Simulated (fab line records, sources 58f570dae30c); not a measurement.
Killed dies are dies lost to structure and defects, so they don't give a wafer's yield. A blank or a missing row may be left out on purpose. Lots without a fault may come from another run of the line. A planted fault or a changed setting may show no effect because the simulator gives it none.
Problem report in the 8D (eight disciplines) form, filled by code | flow berkeley_cmos170 | the parts of the form that need people (team, actions taken, sign-off) are left out

1. THE PROBLEM
PSD_TW at UCB170_PSD_TW_MEAS_10 reads a mean of 1388 on 6 wafers of 2 lots; wafers without a fault read 2324 with a standard deviation of 16. That is -59 standard deviations from the usual mean.
First seen on wafer L270.2, day 8 09:37, on film_metro-01. The record holds 42 wafers of 14 lots with a number at this step. Rule for "out", or "out of limits": more than 4 standard deviations from the usual mean. The other wafers with a number count as sound.

2. WHAT IT IS AND WHAT IT IS NOT
question                    | is                           | is not
which readings at this step | PSD_TW                       | -
which lots                  | L270, L272                   | L265, L266, L271, L273, L274, L275, L277, L279, L281, L283, L284, L285
which wafers of those lots  | all that have a number       | -
read on which gauges        | film_metro-01, film_metro-03 | film_metro-02
when                        | from day 8 09:37             | up to then (6 sound wafers); but 30 sound wafers of L271, L273, L274, L275, L277, L279, L281, L283, L284, L285 came after

3. SUSPECTS, AND WHAT RULES EACH OUT
Counting: a tool at a process step up to the reading stays a suspect if it ran every lot that is out and no sound lot after the first of them.
- the gauge at UCB170_PSD_TW_MEAS_10: ruled out. The wafers that are out were read on 2 gauges (film_metro-01, film_metro-03).
- implanter-03 at UCB170_PSD_IMPLANT_08: ruled out as a lasting fault. Sound lots L283 ran on it after its first lot that is out, L270 (day 8 09:23).
Left after counting: nothing in the record.

4. THE CAUSE (what the simulator had put in)
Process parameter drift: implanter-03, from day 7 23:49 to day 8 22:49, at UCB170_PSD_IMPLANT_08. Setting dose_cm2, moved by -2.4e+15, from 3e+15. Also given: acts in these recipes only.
Counting ruled it out, wrongly: the rule takes a fault to strike every lot that its tool runs from its start on, and this one did not.

5. THE CHAIN OF EFFECTS, in route order
Each row: a reading whose mean over the struck wafers that have a number lies more than 3 standard deviations from the usual. Only readings for which the record gives a usual standard deviation are gone through. hours: the time from each lot's start at the first step in this table that gives one to its start at this step, as a median over the lots. sigmas: the change in usual standard deviations.
hours | step                       | reading                   | usual         | on struck wafers | change    | sigmas
0     | UCB170_PSD_IMPLANT_08      | dose_ions_cm2             | 3e+15         | 6e+14            | -2e+15    | -99 or more
0     | UCB170_PSD_IMPLANT_08      | end_station_pressure_torr | 1.25e-05 Torr | 6.50e-06         | -6.00e-06 | -10
0     | UCB170_PSD_IMPLANT_08      | faraday_current_uA        | 9252          | 1870             | -7382     | -41
0     | UCB170_PSD_STRIP_09        | oes_product_au            | 0.600 a.u.    | 0.735            | +0.135    | +29
0     | UCB170_PSD_STRIP_09        | strip_time_to_endpoint_s  | 29.41 s       | 21.68            | -7.73     | -99 or more
0     | UCB170_PSD_TW_MEAS_10      | PSD_TW                    | 2324          | 1388             | -936      | -59
3     | UCB170_SDANNEAL_RS_MEAS_02 | PSD_RS                    | 75.56 ohm/sq  | 254.62           | +179.06   | +99 or more
The process steps in it:
- UCB170_PSD_IMPLANT_08
- UCB170_PSD_STRIP_09: strips in O2.

6. WHAT WOULD HAVE CAUGHT IT SOONER
In this record the first reading out of limits at a measuring or inspecting step was taken at day 8 09:37, 10 hours after the fault began at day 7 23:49.
The tool's own readings at UCB170_PSD_IMPLANT_08 were out on every struck wafer that the step has a row for (dose_ions_cm2, end_station_pressure_torr, faraday_current_uA): an alarm limit on them would have fired on the first of those.
